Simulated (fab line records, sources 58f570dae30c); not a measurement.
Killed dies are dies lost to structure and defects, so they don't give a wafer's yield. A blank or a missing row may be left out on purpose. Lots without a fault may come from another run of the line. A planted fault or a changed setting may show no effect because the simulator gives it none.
Chamber matching | flow berkeley_cmos170 | UCB170_SPACER_ETCHBACK_03 on rie_diel-01: 3 sister chambers
The step etches SiO2 in CHF3/CF4/Ar, stops on Si, target depth 376 nm, time 100 s. 14 wafers are shown with their chamber, then 7 later ones without.

WAFERS WITH THEIR CHAMBER
wafer  | chamber | drypump_motor_current_A (A) | throttle_valve_pct (%) | oes_product_au (a.u.)
L706.2 | 2       | 5.5                         | 6.38                   | 0.892
L706.5 | 0       | 6.4                         | 6.22                   | 0.921
L706.6 | 3       | 4.8                         | 6.60                   | 0.906
L709.1 | 2       | 5.5                         | 6.37                   | 0.907
L709.2 | 0       | 6.4                         | 6.23                   | 0.934
L709.3 | 3       | 4.8                         | 6.61                   | 0.916
L711.1 | 0       | 6.4                         | 6.24                   | 0.928
L711.2 | 2       | 5.5                         | 6.38                   | 0.887
L711.6 | 2       | 5.5                         | 6.39                   | 0.898
L712.1 | 3       | 4.8                         | 6.64                   | 0.892
L712.4 | 2       | 5.5                         | 6.39                   | 0.890
L712.6 | 0       | 6.5                         | 6.23                   | 0.933
L713.1 | 2       | 5.5                         | 6.37                   | 0.874
L713.2 | 3       | 4.8                         | 6.60                   | 0.907

SIGNATURES (means of the wafers above)
reading                 | chamber 0 | chamber 2 | chamber 3 | scatter within a chamber
drypump_motor_current_A | 6.425     | 5.500     | 4.800     | 0.0261
throttle_valve_pct      | 6.2300    | 6.3800    | 6.6125    | 0.0123
oes_product_au          | 0.92900   | 0.89133   | 0.90525   | 0.00959
Rule: a wafer's distance from a chamber is the root of the sum, over the readings, of the square of ((its reading less the chamber's mean) divided by the reading's scatter). The wafer belongs to the nearest chamber; if the next one is less than 2 further off, it can't be placed. The scatter: the root of (the sum of the squares of (reading less its chamber's mean) over the shown wafers, divided by (wafers less chambers)).

WAFERS WITHOUT THEIR CHAMBER
wafer  | drypump_motor_current_A (A) | throttle_valve_pct (%) | oes_product_au (a.u.)
L713.4 | 6.4                         | 6.26                   | 0.936
L719.3 | 5.5                         | 6.36                   | 0.877
L719.4 | 6.4                         | 6.26                   | 0.934
L719.5 | 4.8                         | 6.62                   | 0.906
L727.4 | 4.8                         | 6.62                   | 0.900
L727.5 | 6.4                         | 6.24                   | 0.905
L727.6 | 4.8                         | 6.59                   | 0.891

WHICH CHAMBER EACH WENT THROUGH
wafer  | from the rows above | in truth
L713.4 | 0                   | 0
L719.3 | 2                   | 2
L719.4 | 0                   | 0
L719.5 | 3                   | 3
L727.4 | 3                   | 3
L727.5 | 0                   | 0
L727.6 | 3                   | 3
Placed correctly: 7 of 7. Can't be placed from these rows: 0. Placed wrongly: 0.
